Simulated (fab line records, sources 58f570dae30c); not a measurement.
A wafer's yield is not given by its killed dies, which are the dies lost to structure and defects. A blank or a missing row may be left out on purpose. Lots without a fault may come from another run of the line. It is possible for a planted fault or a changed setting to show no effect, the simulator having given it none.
Split-lot trial | flow berkeley cmos170 | 23 wafers read from 5 lots, route of 331 steps

THE SPLIT ITSELF
At UCB170_ACTIVE_PEB_11, the setting peb temp c was moved away from the recipe's 130 C on 5 of the 23 wafers read, by -2.8% to +2.5%. For the rest of the wafers, this setting stayed at what the recipe calls for.

FROM THE SPLIT TO THE READING: what the file shows between them, 4 steps
- UCB170_ACTIVE_DEVELOP_12: develop time 45 s
- UCB170_ACTIVE_CD_MEAS_13: target cd 1200 nm
- UCB170_ACTIVE_ETCH_15: etches Si3N4 in CH3F/Ar/O2, stops on SiO2, target depth 242 nm, time 151 s
- UCB170_ACTIVE_STRIP_16: strips in O2 (also split here: power w)

THE READING
cd nm (nm) at UCB170_ACTIVE_CD_MEAS_90, where the cd target is 1200 nm. Fault-free wafers of this fab line usually give 1200.1 nm, standard deviation 1.5 nm.

wafer  | tool, chamber at the split | peb temp c as run, C | against the recipe | cd nm, nm | against lot-mates on the recipe
L079.1 | litho track-03, 0          | 130                  | recipe             | 1197.6    | -
L079.2 | litho track-03, 0          | 130                  | recipe             | 1197.6    | -
L079.4 | litho track-03, 0          | 130                  | recipe             | 1196.8    | -
L079.5 | litho track-03, 0          | 130                  | recipe             | 1199.2    | -
L079.6 | litho track-03, 0          | 130                  | recipe             | 1197.4    | -
L081.2 | litho track-04, 0          | 126.4                | -2.8%              | 1228.8    | +28.5
L081.3 | litho track-04, 0          | 130                  | recipe             | 1200.0    | -
L081.4 | litho track-04, 0          | 130                  | recipe             | 1200.7    | -
L081.5 | litho track-04, 0          | 126.4                | -2.8%              | 1228.9    | +28.6
L081.6 | litho track-04, 0          | 126.4                | -2.8%              | 1228.7    | +28.4
L080.1 | litho track-04, 0          | 130                  | recipe             | 1201.3    | -
L080.2 | litho track-04, 0          | 130                  | recipe             | 1200.4    | -
L080.3 | litho track-04, 0          | 130                  | recipe             | 1200.1    | -
L080.5 | litho track-04, 0          | 130                  | recipe             | 1200.5    | -
L080.6 | litho track-04, 0          | 130                  | recipe             | 1201.4    | -
L083.3 | litho track-03, 0          | 130                  | recipe             | 1202.0    | -
L083.5 | litho track-03, 0          | 130                  | recipe             | 1199.8    | -
L083.6 | litho track-03, 0          | 130                  | recipe             | 1199.9    | -
L085.2 | litho track-03, 0          | 130                  | recipe             | 1198.8    | -
L085.3 | litho track-03, 0          | 130                  | recipe             | 1200.8    | -
L085.4 | litho track-03, 0          | 133.2                | +2.5%              | 1178.8    | -21.2
L085.5 | litho track-03, 0          | 133.2                | +2.5%              | 1180.8    | -19.2
L085.6 | litho track-03, 0          | 130                  | recipe             | 1200.5    | -

THE FIT
A straight line over all 23 wafers: cd nm changes by -9.61 nm for each +1% of peb temp c; r = -0.99; the points scatter about the line by 1.9 nm.
The same after taking each lot's own level away (the mean of its wafers on the recipe; 23 wafers): -9.51 nm for each +1%; r = -0.99; scatter 1.4 nm.
The reading moves by 26 nm for the largest change in peb temp c, on that fit.
From 1197.72 to 1200.74 nm: that is the span of the lots' own levels, equal to 2.0 times the standard deviation above.
Hence the lot-to-lot level has little effect on the slope; both slopes agree.
Check: with one of the wafers moved furthest among these (-2.8%) left out of the fit, the line predicts +26.4 nm for it against its lot-mates. Against them it came out at +28.5 nm.

OTHER SPLITS APPLIED TO THESE WAFERS
Other splits were also applied to these wafers ahead of the reading. Each is held against what the fit with the lots' levels taken away leaves over:
other split on the same wafers       | wafers away from the commonest value | r with cd nm (lot level and that fit taken away)
UCB170_ZERO_DEVELOP_05 dev temp c    | 9                                    | -0.26
UCB170_NWELL_OXIDATION_01 ox time s  | 18                                   | -0.33
UCB170_NWELL_ETCH_13 time s          | 7                                    | +0.25
UCB170_WELLDRIVE_OXIDATION_01 temp c | 15                                   | +0.30
UCB170_ACTIVE_STRIP_16 power w       | 10                                   | -0.08

THE WHOLE CHAIN: every reading that the file lists as answering this split, in the file's order
step                     | what it does                                                               | reading                                                       | change (the file's fit)              | r (the file's)
UCB170_ACTIVE_CD_MEAS_13 | target cd 1200 nm                                                          | cd nm                                                         | -9.33 nm for each +1% of the setting | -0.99
UCB170_ACTIVE_ETCH_15    | etches Si3N4 in CH3F/Ar/O2, stops on SiO2, target depth 242 nm, time 151 s | ACTIVE.cd nm (the simulator's own value, which no gauge read) | -9.4 nm for each +1% of the setting  | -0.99
UCB170_ACTIVE_CD_MEAS_90 | target cd 1200 nm                                                          | cd nm                                                         | -9.37 nm for each +1% of the setting | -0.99

THE FILE'S OWN FIT
cd nm changes by -9.37 nm for each +1% of peb temp c, r = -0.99.
